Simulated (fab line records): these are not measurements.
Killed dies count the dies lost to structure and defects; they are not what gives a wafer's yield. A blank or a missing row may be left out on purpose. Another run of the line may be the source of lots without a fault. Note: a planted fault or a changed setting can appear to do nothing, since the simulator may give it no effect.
What tool caused it? ; flow rit_cmos ; 45 wafers from 15 lots sampled at 5 of the route's 202 steps

## WHAT EACH GAUGE READ, for each wafer
RIT_NRETRO_TW_MEAS_10.
lot;measured;on;NRETRO_TW
L698;day 2 07:06;film_metro-04;1052 1049 1055
L700;day 2 20:33;film_metro-04;1054 1059 1059
L701;day 2 23:43;film_metro-04;1052 1054 1053
L703;day 3 10:18;film_metro-02;1067 1064 1063
L704;day 3 18:14;film_metro-04;1071 1066 1061
L705;day 3 22:47;film_metro-02;1056 1065 1056
L706;day 3 23:19;film_metro-02;1059 1054 1054
L709;day 4 16:16;film_metro-04;1064 1060 1059
L710;day 4 19:19;film_metro-01;1060 1054 1055
L712;day 5 07:15;film_metro-04;1005 1006 1003
L713;day 5 12:01;film_metro-02;1076 1076 1065
L715;day 5 19:35;film_metro-02;1021 1024 1020
L716;day 6 01:08;film_metro-02;1009 1007 1006
L717;day 6 07:27;film_metro-04;1057 1064 1055
L718;day 6 12:20;film_metro-01;1062 1063 1065

RIT_M1_CD_MEAS_90: target cd 2600 nm.
lot;measured;on;cd_nm (nm)
L698;day 3 09:12;cd_sem-01;2602 2607 2604
L700;day 4 03:18;cd_sem-01;2608 2608 2603
L701;day 4 04:43;cd_sem-02;2600 2602 2601
L703;day 4 14:02;cd_sem-01;2595 2595 2604
L704;day 4 21:53;cd_sem-02;2600 2602 2600
L705;day 5 00:58;cd_sem-02;2606 2606 2603
L706;day 5 01:48;cd_sem-01;2601 2600 2595
L709;day 5 20:04;cd_sem-02;2604 2596 2605
L710;day 6 01:17;cd_sem-01;2598 2599 2601
L712;day 6 10:41;cd_sem-02;2600 2600 2602
L713;day 6 15:34;cd_sem-01;2603 2600 2600
L715;day 6 21:39;cd_sem-01;2606 2600 2602
L716;day 7 07:28;cd_sem-02;2603 2602 2606
L717;day 7 12:15;cd_sem-01;2597 2599 2598
L718;day 7 15:17;cd_sem-01;2601 2605 2603

## WHAT TOOL EACH LOT RAN ON (gives the tool, then ch and the chambers of the sampled wafers, and finally the start)
lot;RIT_ACTIVE_STRIP_14;RIT_NRETRO_IMPLANT_08;RIT_SILICIDE_SPUTTER_01
L698;plasma_asher-02 ch 0,1, day 1 15:52;implanter-03 ch 0, day 2 06:49;pvd_sputter-01, day 3 04:08
L700;plasma_asher-02 ch 0,1, day 2 00:54;implanter-03 ch 0, day 2 20:16;pvd_sputter-01, day 3 22:05
L701;plasma_asher-02 ch 0,1, day 2 06:39;implanter-03 ch 0, day 2 23:26;pvd_sputter-02, day 3 22:53
L703;plasma_asher-02 ch 1, day 2 15:58;implanter-03 ch 0, day 3 09:59;pvd_sputter-04, day 4 08:50
L704;plasma_asher-03 ch 0,1, day 2 23:38;implanter-01 ch 0, day 3 17:54;pvd_sputter-01, day 4 16:35
L705;plasma_asher-02 ch 0,1, day 3 03:57;implanter-03 ch 0, day 3 22:28;pvd_sputter-04, day 4 19:55
L706;plasma_asher-02 ch 0,1, day 3 08:49;implanter-03 ch 0, day 3 23:01;pvd_sputter-01, day 4 20:24
L709;plasma_asher-03 ch 0,1, day 3 22:27;implanter-01 ch 0, day 4 15:59;pvd_sputter-01, day 5 14:50
L710;plasma_asher-03 ch 0,1, day 4 04:41;implanter-03 ch 0, day 4 19:00;pvd_sputter-02, day 5 20:08
L712;plasma_asher-04 ch 0,1, day 4 14:33;implanter-01 ch 0, day 5 06:55;pvd_sputter-02, day 6 05:31
L713;plasma_asher-03 ch 0,1, day 4 18:24;implanter-04 ch 0, day 5 11:44;pvd_sputter-01, day 6 10:15
L715;plasma_asher-03 ch 0,1, day 5 04:58;implanter-01 ch 0, day 5 19:17;pvd_sputter-04, day 6 16:29
L716;plasma_asher-03 ch 0,1, day 5 09:42;implanter-01 ch 0, day 6 00:49;pvd_sputter-01, day 7 01:55
L717;plasma_asher-04 ch 0,1, day 5 13:53;implanter-04 ch 0, day 6 07:07;pvd_sputter-02, day 7 06:55
L718;plasma_asher-04 ch 0,1, day 5 20:04;implanter-03 ch 0, day 6 12:01;pvd_sputter-01, day 7 09:36
- RIT_ACTIVE_STRIP_14: strips in O2, time 180 s.
- RIT_NRETRO_IMPLANT_08
- RIT_SILICIDE_SPUTTER_01: material Ti, target thk 30 nm, time 240 s.

## AS READ BY THE TOOLS THEMSELVES (means over the sampled wafers that have a number; for cases with no such wafer, the mark the record gives instead)
RIT_ACTIVE_STRIP_14.
lot;tool;drypump_motor_current_A (A)
L698;plasma_asher-02;5.65
L700;plasma_asher-02;5.52
L701;plasma_asher-02;5.66
L703;plasma_asher-02;5.35
L704;plasma_asher-03;5.97
L705;plasma_asher-02;5.65
L706;plasma_asher-02;5.65
L709;plasma_asher-03;5.97
L710;plasma_asher-03;5.95
L712;plasma_asher-04;5.84
L713;plasma_asher-03;6.08
L715;plasma_asher-03;6.00
L716;plasma_asher-03;5.96
L717;plasma_asher-04;5.83
L718;plasma_asher-04;5.71

RIT_NRETRO_IMPLANT_08.
lot;tool;faraday_current_uA;tilt_deg (degrees)
L698;implanter-03;31.8;7.009
L700;implanter-03;32.0;7.030
L701;implanter-03;32.2;6.999
L703;implanter-03;31.7;6.999
L704;implanter-01;31.4;6.981
L705;implanter-03;31.6;7.014
L706;implanter-03;31.8;6.984
L709;implanter-01;31.4;7.018
L710;implanter-03;31.7;7.001
L712;implanter-01;31.5;6.993
L713;implanter-04;32.1;6.969
L715;implanter-01;31.6;6.988
L716;implanter-01;31.4;7.017
L717;implanter-04;32.4;7.002
L718;implanter-03;32.0;6.980

RIT_SILICIDE_SPUTTER_01.
lot;tool;throttle_valve_pct (%)
L698;pvd_sputter-01;31.0
L700;pvd_sputter-01;31.3
L701;pvd_sputter-02;31.5
L703;pvd_sputter-04;31.0
L704;pvd_sputter-01;30.7
L705;pvd_sputter-04;30.3
L706;pvd_sputter-01;30.8
L709;pvd_sputter-01;29.9
L710;pvd_sputter-02;32.1
L712;pvd_sputter-02;31.1
L713;pvd_sputter-01;29.9
L715;pvd_sputter-04;30.9
L716;pvd_sputter-01;29.1
L717;pvd_sputter-02;31.1
L718;pvd_sputter-01;30.3

## THE ANSWER, worked out from the rows above alone
Rule: the usual values come from the lots themselves. The widest of any qualifying gaps counts: lots, ordered by their means at a reading, are off when they make up no more than a third of the lots, leave a main group of 4 or more, and stand apart from it by 3 or more times the standard deviation of that group's means. A main group is skipped when, at the precision printed for the reading in the tables above, its means are all equal. A lot without any number at a reading at which 4 lots or more have one is off too. Any other lot the step has rows for is counted as sound. The gauges are gone through in route order, then the tools' own readings, and for those a lot's mean is taken as printed above. At the first step where some lot is off, the reading lying furthest off is the one used; lots without a number count as furthest.
Off: at RIT_NRETRO_TW_MEAS_10 (NRETRO_TW), L712, L715, L716. Mean 1060 and standard deviation 5.6 in the main group.
A tool fits if, at a process step before that reading, it ran every lot that is off, and no sound lot after the first of them. Gauges at RIT_NRETRO_TW_MEAS_10: tried the same way as those tools. One fits: RIT_NRETRO_IMPLANT_08 on implanter-01. Its last sound lot is L709 (day 4 15:59), its first lot that is off L712 (day 5 06:55): a fault that began between those two fits.

## WHAT THE SIMULATOR PUT IN
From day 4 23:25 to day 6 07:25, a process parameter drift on implanter-01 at RIT_NRETRO_IMPLANT_08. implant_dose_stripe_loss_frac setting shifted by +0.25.
Shown lots that were struck: L712, L715, L716. The rule given above showed the same thing.
